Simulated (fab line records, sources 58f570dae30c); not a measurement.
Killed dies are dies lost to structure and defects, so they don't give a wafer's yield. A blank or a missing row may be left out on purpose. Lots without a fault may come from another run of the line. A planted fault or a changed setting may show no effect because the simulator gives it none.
Problem report in the 8D (eight disciplines) form, filled by code | flow berkeley_cmos170 | the parts of the form that need people (team, actions taken, sign-off) are left out

1. THE PROBLEM
PLDD_TW at UCB170_PLDD_TW_MEAS_11 reads a mean of 932 on 6 wafers of 2 lots; wafers without a fault read 1024 with a standard deviation of 15. That is -6.1 standard deviations from the usual mean.
First seen on wafer L120.2, day 9 14:14, on film_metro-04. The record holds 42 wafers of 14 lots with a number at this step. Rule for "out", or "out of limits": more than 4 standard deviations from the usual mean. The other wafers with a number count as sound.

2. WHAT IT IS AND WHAT IT IS NOT
question                    | is                     | is not
which readings at this step | PLDD_TW                | -
which lots                  | L120, L123             | L110, L111, L112, L113, L116, L118, L119, L124, L125, L127, L131, L133
which wafers of those lots  | all that have a number | -
read on which gauges        | film_metro-04          | film_metro-02, film_metro-03
when                        | from day 9 14:14       | up to then (21 sound wafers); but 15 sound wafers of L124, L125, L127, L131, L133 came after

3. SUSPECTS, AND WHAT RULES EACH OUT
Counting: a tool at a process step up to the reading stays a suspect if it ran every lot that is out and no sound lot after the first of them.
- the gauge at UCB170_PLDD_TW_MEAS_11: ruled out. All the wafers that are out were read on film_metro-04, but those of them that UCB170_PLDD_IMPLANT_08 has rows for are out there too, on other tools.
- plasma_asher-03 at UCB170_ACTIVE_STRIP_16 (strips in O2): ruled out as a lasting fault. Sound lots L124, L127, L131 ran on it after its first lot that is out, L120 (day 7 05:34).
- implanter-04 at UCB170_PLDD_IMPLANT_08: kept. It ran every lot that is out, first L120 (day 9 13:51), and no sound lot after that. Its own readings are out on those wafers: dose_ions_cm2, faraday_current_uA.
Left after counting: implanter-04 at UCB170_PLDD_IMPLANT_08.

4. THE CAUSE (what the simulator had put in)
Process parameter drift: implanter-04, from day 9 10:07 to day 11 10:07, at UCB170_PLDD_IMPLANT_08. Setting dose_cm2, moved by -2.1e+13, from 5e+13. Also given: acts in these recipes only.
Counting left only this tool.

5. THE CHAIN OF EFFECTS, in route order
Each row: a reading whose mean over the struck wafers that have a number lies more than 3 standard deviations from the usual. Only readings for which the record gives a usual standard deviation are gone through. hours: the time from each lot's start at the first step in this table that gives one to its start at this step, as a median over the lots. sigmas: the change in usual standard deviations.
hours | step                       | reading            | usual         | on struck wafers | change | sigmas
0     | UCB170_PLDD_IMPLANT_08     | dose_ions_cm2      | 5e+13         | 3e+13            | -2e+13 | -99 or more
0     | UCB170_PLDD_IMPLANT_08     | faraday_current_uA | 159           | 92               | -66    | -21
0     | UCB170_PLDD_TW_MEAS_11     | PLDD_TW            | 1024          | 932              | -92    | -6.1
16    | UCB170_SDANNEAL_RS_MEAS_04 | PLDD_RS            | 1031.9 ohm/sq | 1244.8           | +212.9 | +89
The process steps in it:
- UCB170_PLDD_IMPLANT_08

6. WHAT WOULD HAVE CAUGHT IT SOONER
In this record the first reading out of limits at a measuring or inspecting step was taken at day 9 14:14, 4 hours after the fault began at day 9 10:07.
The tool's own readings at UCB170_PLDD_IMPLANT_08 were out on every struck wafer that the step has a row for (dose_ions_cm2, faraday_current_uA): an alarm limit on them would have fired on the first of those.
Of the lots that are out (2), L123 began UCB170_PLDD_IMPLANT_08 on implanter-04 after day 9 14:14. A hold on the tool at that time would have spared it.
